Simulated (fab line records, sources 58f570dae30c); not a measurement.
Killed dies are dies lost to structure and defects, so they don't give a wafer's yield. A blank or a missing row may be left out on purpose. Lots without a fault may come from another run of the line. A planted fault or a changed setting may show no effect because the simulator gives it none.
Which tool did it? | flow berkeley_cmos170 | 14 lots, 42 wafers sampled, at 6 steps of a route of 331

WHAT THE GAUGES READ, wafer by wafer
UCB170_NLDD_OVL_MEAS_07.
lot  | measured     | on         | NLDD_OVL (nm)
L888 | day 6 04:31  | overlay-01 | -4 -8 -6
L890 | day 6 14:57  | overlay-01 | 2 -7 14
L892 | day 7 09:20  | overlay-01 | 5 3 3
L893 | day 7 09:32  | overlay-02 | 0 -2 -7
L894 | day 7 19:25  | overlay-01 | 13 17 -1
L895 | day 8 08:11  | overlay-02 | 3 -7 0
L897 | day 8 08:55  | overlay-02 | 1 -7 -11
L899 | day 8 17:06  | overlay-01 | -2 -7 5
L903 | day 9 16:20  | overlay-01 | -1 -2 -3
L907 | day 9 23:34  | overlay-01 | -9 2 -4
L905 | day 10 01:07 | overlay-01 | 6 5 1
L910 | day 10 16:15 | overlay-01 | -5 2 1
L909 | day 10 16:16 | overlay-02 | 6 18 9
L911 | day 11 14:21 | overlay-02 | 3 2 -2

UCB170_PSD_CD_MEAS_06: target cd 1200 nm.
lot  | measured     | on        | cd_nm (nm)
L888 | day 6 10:43  | cd_sem-01 | 1203.1 1201.6 1202.6
L890 | day 6 22:11  | cd_sem-01 | 1201.0 1200.2 1199.9
L892 | day 7 16:52  | cd_sem-02 | 1198.5 1199.1 1200.2
L893 | day 7 16:38  | cd_sem-02 | 1201.0 1201.7 1201.4
L894 | day 8 03:37  | cd_sem-02 | 1199.7 1200.5 1201.3
L895 | day 8 16:09  | cd_sem-01 | 1199.1 1198.6 1198.2
L897 | day 8 16:28  | cd_sem-01 | 1201.2 1200.2 1200.7
L899 | day 9 00:16  | cd_sem-01 | 1198.5 1199.9 1198.5
L903 | day 10 00:58 | cd_sem-02 | 1200.2 1199.5 1199.6
L907 | day 10 04:54 | cd_sem-01 | 1200.6 1201.2 1201.8
L905 | day 10 10:45 | cd_sem-02 | 1201.7 1202.5 1199.7
L910 | day 10 23:24 | cd_sem-01 | 1201.5 1200.3 1201.0
L909 | day 10 23:19 | cd_sem-02 | 1198.1 1197.6 1197.9
L911 | day 11 21:09 | cd_sem-01 | 1198.4 1199.3 1200.6

UCB170_SDANNEAL_RS_MEAS_02: measures by four-point-probe.
lot  | measured     | on            | PSD_RS (ohm/sq)
L888 | day 6 14:01  | film_metro-01 | 75.59 75.53 76.04
L890 | day 7 03:47  | film_metro-02 | 75.65 75.22 75.72
L892 | day 7 23:02  | film_metro-02 | 76.06 75.85 75.82
L893 | day 7 23:03  | film_metro-01 | 75.41 75.27 75.66
L894 | day 8 09:05  | film_metro-01 | 75.82 75.50 75.44
L895 | day 9 01:46  | film_metro-01 | 75.72 75.52 75.22
L897 | day 9 02:21  | film_metro-02 | 75.61 75.99 75.75
L899 | day 9 03:58  | film_metro-03 | 75.89 75.80 75.85
L903 | day 10 06:50 | film_metro-02 | 76.13 76.00 75.75
L907 | day 10 10:21 | film_metro-03 | 75.21 75.50 75.45
L905 | day 10 15:21 | film_metro-03 | 76.28 76.30 76.04
L910 | day 11 05:16 | film_metro-01 | 75.64 75.88 75.75
L909 | day 11 02:47 | film_metro-02 | 75.80 76.17 75.87
L911 | day 12 01:12 | film_metro-02 | 75.30 75.45 75.64

UCB170_SILICIDE_RS_MEAS_02: measures by four-point-probe.
lot  | measured     | on            | SILICIDE_TI_RS (ohm/sq)
L888 | day 6 14:35  | film_metro-03 | 25.9 26.4 26.0
L890 | day 7 04:22  | film_metro-01 | 25.6 25.6 25.5
L892 | day 7 23:36  | film_metro-04 | 25.9 26.1 25.9
L893 | day 7 23:37  | film_metro-03 | 25.9 25.8 25.9
L894 | day 8 09:40  | film_metro-03 | 25.8 26.5 25.9
L895 | day 9 02:22  | film_metro-01 | 25.6 26.3 26.0
L897 | day 9 02:55  | film_metro-03 | 26.1 26.4 26.3
L899 | day 9 04:32  | film_metro-04 | 25.8 26.0 25.9
L903 | day 10 07:25 | film_metro-01 | 21.0 26.3 26.2
L907 | day 10 10:56 | film_metro-03 | 26.5 26.6 26.5
L905 | day 10 15:56 | film_metro-04 | 26.1 20.7 26.4
L910 | day 11 05:51 | film_metro-01 | 25.9 26.1 26.1
L909 | day 11 03:22 | film_metro-04 | 26.0 25.9 26.0
L911 | day 12 01:47 | film_metro-04 | 26.5 26.2 26.3

UCB170_SILICIDE_THK_MEAS_03: measures by xrf.
lot  | measured     | on            | SILICIDE_TI_THK (nm)
L888 | day 6 14:43  | film_metro-03 | 29.7 29.4 29.6
L890 | day 7 04:28  | film_metro-01 | 30.1 30.0 30.3
L892 | day 7 23:43  | film_metro-04 | 29.9 29.6 29.8
L893 | day 7 23:43  | film_metro-03 | 29.9 30.0 29.8
L894 | day 8 09:47  | film_metro-03 | 29.7 29.2 29.7
L895 | day 9 02:29  | film_metro-01 | 30.1 29.4 29.7
L897 | day 9 03:01  | film_metro-03 | 29.7 29.5 29.6
L899 | day 9 04:39  | film_metro-04 | 30.0 29.8 29.8
L903 | day 10 07:32 | film_metro-01 | 35.9 29.6 29.7
L907 | day 10 11:02 | film_metro-03 | 29.2 29.3 29.3
L905 | day 10 16:03 | film_metro-04 | 29.7 36.3 29.5
L910 | day 11 05:58 | film_metro-01 | 29.9 29.6 29.6
L909 | day 11 03:28 | film_metro-04 | 30.0 30.0 30.0
L911 | day 12 01:54 | film_metro-04 | 29.3 29.4 29.3

WHICH TOOL RAN EACH LOT (tool, then ch and the chambers of the sampled wafers, then the start)
lot  | UCB170_SILICIDE_SPUTTER_01
L888 | pvd_sputter-01, day 6 14:34
L890 | pvd_sputter-01, day 7 04:17
L892 | pvd_sputter-01, day 7 23:33
L893 | pvd_sputter-03, day 7 23:33
L894 | pvd_sputter-02, day 8 09:38
L895 | pvd_sputter-01, day 9 02:18
L897 | pvd_sputter-03, day 9 02:51
L899 | pvd_sputter-01, day 9 04:29
L903 | pvd_sputter-02, day 10 07:23
L907 | pvd_sputter-03, day 10 10:53
L905 | pvd_sputter-02, day 10 15:54
L910 | pvd_sputter-03, day 11 05:48
L909 | pvd_sputter-03, day 11 03:19
L911 | pvd_sputter-03, day 12 01:45
- UCB170_SILICIDE_SPUTTER_01: material Ti, target thk 30 nm, time 25 s.

WHAT THE TOOLS THEMSELVES READ (means of the sampled wafers that have a number; where no wafer has one, the mark that the record gives instead)
UCB170_SILICIDE_SPUTTER_01.
lot  | tool           | throttle_valve_pct (%)
L888 | pvd_sputter-01 | 30.4
L890 | pvd_sputter-01 | 30.1
L892 | pvd_sputter-01 | 30.4
L893 | pvd_sputter-03 | 30.1
L894 | pvd_sputter-02 | 30.8
L895 | pvd_sputter-01 | 30.2
L897 | pvd_sputter-03 | 30.1
L899 | pvd_sputter-01 | 30.3
L903 | pvd_sputter-02 | 31.5
L907 | pvd_sputter-03 | 30.1
L905 | pvd_sputter-02 | 31.4
L910 | pvd_sputter-03 | 30.0
L909 | pvd_sputter-03 | 30.1
L911 | pvd_sputter-03 | 30.2

THE ANSWER, worked out from the rows above alone
Rule: what is usual is taken from the lots themselves. Put in order of their means at a reading, lots are off if they are a third of the lots or fewer, leave a main group of 4 or more, and stand apart from it by a gap of 3 or more times the standard deviation of the main group's means; of several such gaps the widest counts. A main group whose means are all the same, to the digits that the tables above print for the reading, isn't used. A lot without any number at a reading at which 4 lots or more have one is off too. The other lots that the step has rows for count as sound. The gauges are gone through in route order, then the tools' own readings, and for those a lot's mean is taken as printed above. The first step at which some lot is off is used, and at that step the reading that is off furthest; a lot without a number counts as furthest.
Off: L903, L905, at UCB170_SILICIDE_RS_MEAS_02 (SILICIDE_TI_RS). The main group: mean 26.0 ohm/sq, standard deviation 0.24.
A tool fits if, at a process step before that reading, it ran every lot that is off, and no sound lot after the first of them. The gauges at UCB170_SILICIDE_RS_MEAS_02 aren't tried: what is off there is off at UCB170_SILICIDE_SPUTTER_01 too, on other tools, and a gauge's error can't cause that. One fits: pvd_sputter-02 at UCB170_SILICIDE_SPUTTER_01. Its last sound lot is L894 (day 8 09:38), its first lot that is off L903 (day 10 07:23): a fault that began between those two fits.
The tool's own readings at UCB170_SILICIDE_SPUTTER_01 bear it out: on the lots that are off they differ by more than 5 times the standard deviation of the sound lots' means. throttle_valve_pct reads 31.4 % there against 30.2 % on the sound lots.

WHAT THE SIMULATOR HAD PUT IN
Process parameter drift: pvd_sputter-02, from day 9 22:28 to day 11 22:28, at UCB170_SILICIDE_SPUTTER_01. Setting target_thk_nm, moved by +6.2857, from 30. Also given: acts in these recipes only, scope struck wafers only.
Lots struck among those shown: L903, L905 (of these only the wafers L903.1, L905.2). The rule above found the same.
